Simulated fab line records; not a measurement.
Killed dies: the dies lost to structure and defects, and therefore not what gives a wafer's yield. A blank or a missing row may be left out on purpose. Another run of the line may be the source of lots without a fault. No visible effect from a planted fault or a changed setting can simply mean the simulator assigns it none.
Which tool was responsible? / flow berkeley_cmos170 / 39 wafers sampled from 13 lots at 1 step of a route of 331

WHAT THE GAUGES SHOWED, per wafer
The record lacks any reading of a measuring or inspecting step that a usual standard deviation could be used to judge.

TOOL THAT RAN EACH LOT (tool first, then ch and the chambers of the sampled wafers, then the start)
lot=L514; UCB170_SPACER_ETCHBACK_03=rie_diel-04 ch 1,2,3, day 6 20:58
lot=L515; UCB170_SPACER_ETCHBACK_03=rie_diel-01 ch 1,2,3, day 6 20:58
lot=L517; UCB170_SPACER_ETCHBACK_03=rie_diel-03 ch 2,3, day 7 04:52
lot=L518; UCB170_SPACER_ETCHBACK_03=rie_diel-01 ch 1,2,3, day 7 04:52
lot=L519; UCB170_SPACER_ETCHBACK_03=rie_diel-04 ch 0,1,3, day 7 19:00
lot=L520; UCB170_SPACER_ETCHBACK_03=rie_diel-03 ch 1,3, day 7 19:00
lot=L521; UCB170_SPACER_ETCHBACK_03=rie_diel-03 ch 0,1,2, day 7 23:12
lot=L522; UCB170_SPACER_ETCHBACK_03=rie_diel-01 ch 0,2,3, day 8 00:47
lot=L523; UCB170_SPACER_ETCHBACK_03=rie_diel-04 ch 1,2,3, day 8 00:47
lot=L524; UCB170_SPACER_ETCHBACK_03=rie_diel-04 ch 0,1,3, day 8 18:50
lot=L530; UCB170_SPACER_ETCHBACK_03=rie_diel-04 ch 0,1, day 9 23:57
lot=L535; UCB170_SPACER_ETCHBACK_03=rie_diel-01 ch 0,1, day 10 14:11
lot=L536; UCB170_SPACER_ETCHBACK_03=rie_diel-03 ch 0,1,3, day 10 14:11
- UCB170_SPACER_ETCHBACK_03: etches SiO2 in CHF3/CF4/Ar, stops on Si, target depth 376 nm, time 100 s.

AS READ BY THE TOOLS THEMSELVES (means over the sampled wafers that have a number; for cases with no such wafer, the mark the record gives instead)
UCB170_SPACER_ETCHBACK_03.
lot=L514; tool=rie_diel-04; drypump_motor_current_A (A)=5.8; oes_product_au (a.u.)=0.891; throttle_valve_pct (%)=6.45
lot=L515; tool=rie_diel-01; drypump_motor_current_A (A)=6.1; oes_product_au (a.u.)=0.903; throttle_valve_pct (%)=6.47
lot=L517; tool=rie_diel-03; drypump_motor_current_A (A)=6.1; oes_product_au (a.u.)=0.878; throttle_valve_pct (%)=6.54
lot=L518; tool=rie_diel-01; drypump_motor_current_A (A)=6.1; oes_product_au (a.u.)=0.904; throttle_valve_pct (%)=6.47
lot=L519; tool=rie_diel-04; drypump_motor_current_A (A)=5.6; oes_product_au (a.u.)=0.906; throttle_valve_pct (%)=6.38
lot=L520; tool=rie_diel-03; drypump_motor_current_A (A)=5.6; oes_product_au (a.u.)=0.920; throttle_valve_pct (%)=6.36
lot=L521; tool=rie_diel-03; drypump_motor_current_A (A)=5.5; oes_product_au (a.u.)=0.896; throttle_valve_pct (%)=6.42
lot=L522; tool=rie_diel-01; drypump_motor_current_A (A)=6.0; oes_product_au (a.u.)=0.912; throttle_valve_pct (%)=6.54
lot=L523; tool=rie_diel-04; drypump_motor_current_A (A)=5.8; oes_product_au (a.u.)=0.895; throttle_valve_pct (%)=6.45
lot=L524; tool=rie_diel-04; drypump_motor_current_A (A)=5.6; oes_product_au (a.u.)=0.904; throttle_valve_pct (%)=6.39
lot=L530; tool=rie_diel-04; drypump_motor_current_A (A)=5.3; oes_product_au (a.u.)=0.886; throttle_valve_pct (%)=6.44
lot=L535; tool=rie_diel-01; drypump_motor_current_A (A)=6.0; oes_product_au (a.u.)=0.897; throttle_valve_pct (%)=6.54
lot=L536; tool=rie_diel-03; drypump_motor_current_A (A)=5.4; oes_product_au (a.u.)=0.896; throttle_valve_pct (%)=6.42

THE ANSWER, worked out from the rows above alone
Rule: what is usual is taken from the lots themselves. Put in order of their means at a reading, lots are off if they are a third of the lots or fewer, leave a main group of 4 or more, and stand apart from it by a gap of 3 or more times the standard deviation of the main group's means; of several such gaps the widest counts. If all means in a main group match to the digits the tables above print for the reading, that group is not used. Also off: a lot with no number at a reading for which 4 or more lots have one. Where the step has rows for the other lots, those lots are counted as sound. Order of review: gauges by route order, followed by the tools' own readings, for which a lot's mean as printed above is used. At the first step where some lot is off, the reading lying furthest off is the one used; lots without a number count as furthest.
Across all readings shown, no lot is off: no conclusion can be drawn from this.

WHAT THE SIMULATOR PUT IN
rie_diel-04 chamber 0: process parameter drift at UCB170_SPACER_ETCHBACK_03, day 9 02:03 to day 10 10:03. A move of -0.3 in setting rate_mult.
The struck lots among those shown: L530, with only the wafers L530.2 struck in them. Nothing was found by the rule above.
